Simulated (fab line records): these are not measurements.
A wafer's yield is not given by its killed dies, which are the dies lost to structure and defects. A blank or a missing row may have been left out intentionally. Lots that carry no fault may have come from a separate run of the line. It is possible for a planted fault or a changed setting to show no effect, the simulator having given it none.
Which tool is to blame?	flow berkeley-cmos170	7 lots, 21 wafers sampled, at 2 steps of a route of 331

== WHAT THE GAUGES SHOWED, per wafer ==
UCB170_NWELL_THK_MEAS_02.
lot	measured	on	NWELL_OXIDE_THK (nm)
L528	day 2 01:14	film-metro-01	26.7 26.3 26.7
L530	day 2 15:31	film-metro-03	26.2 26.0 25.7
L533	day 3 02:08	film-metro-04	26.6 26.9 26.7
L535	day 3 14:47	film-metro-03	27.3 27.4 26.7
L540	day 4 15:23	film-metro-04	41.6 41.0 41.2
L546	day 5 20:00	film-metro-03	25.6 26.3 26.0
L548	day 6 10:43	film-metro-04	26.6 27.1 26.6

== WHICH TOOL RAN EACH LOT (tool, then ch and the chambers of the sampled wafers, then the start) ==
lot	UCB170_NWELL_OXIDATION_01
L528	furnace-02 ch 0, day 1 23:52
L530	furnace-01 ch 0, day 2 14:09
L533	furnace-02 ch 0, day 3 00:46
L535	furnace-03 ch 0, day 3 13:26
L540	furnace-01 ch 0, day 4 11:20
L546	furnace-02 ch 0, day 5 18:38
L548	furnace-02 ch 0, day 6 09:21
- UCB170_NWELL_OXIDATION_01: target thk 26.4 nm, ox time 1260 s.

== THE ANSWER, worked out from the rows above alone ==
Rule: usual is defined by the lots themselves. The widest of any qualifying gaps counts: lots, ordered by their means at a reading, are off when they make up no more than a third of the lots, leave a main group of 4 or more, and stand apart from it by 3 or more times the standard deviation of that group's means. A main group is skipped when, at the precision printed for the reading in the tables above, its means are all equal. Also off: a lot with no number at a reading for which 4 or more lots have one. Where the step has rows for the other lots, those lots are counted as sound.
Off: L540, seen at UCB170_NWELL_THK_MEAS_02 (NWELL_OXIDE_THK). The main group has a mean of 26.5 nm with a standard deviation of 0.43.
A tool fits if, at a process step before that reading, it ran every lot that is off, and no sound lot after the first of them. Gauges at UCB170_NWELL_THK_MEAS_02: tried the same way as those tools. One fits: furnace-01 at UCB170_NWELL_OXIDATION_01. A fault onset in the window from L530 (day 2 14:09, its last sound lot) to L540 (day 4 11:20, its first lot off) fits.

== WHAT THE SIMULATOR HAD INSERTED ==
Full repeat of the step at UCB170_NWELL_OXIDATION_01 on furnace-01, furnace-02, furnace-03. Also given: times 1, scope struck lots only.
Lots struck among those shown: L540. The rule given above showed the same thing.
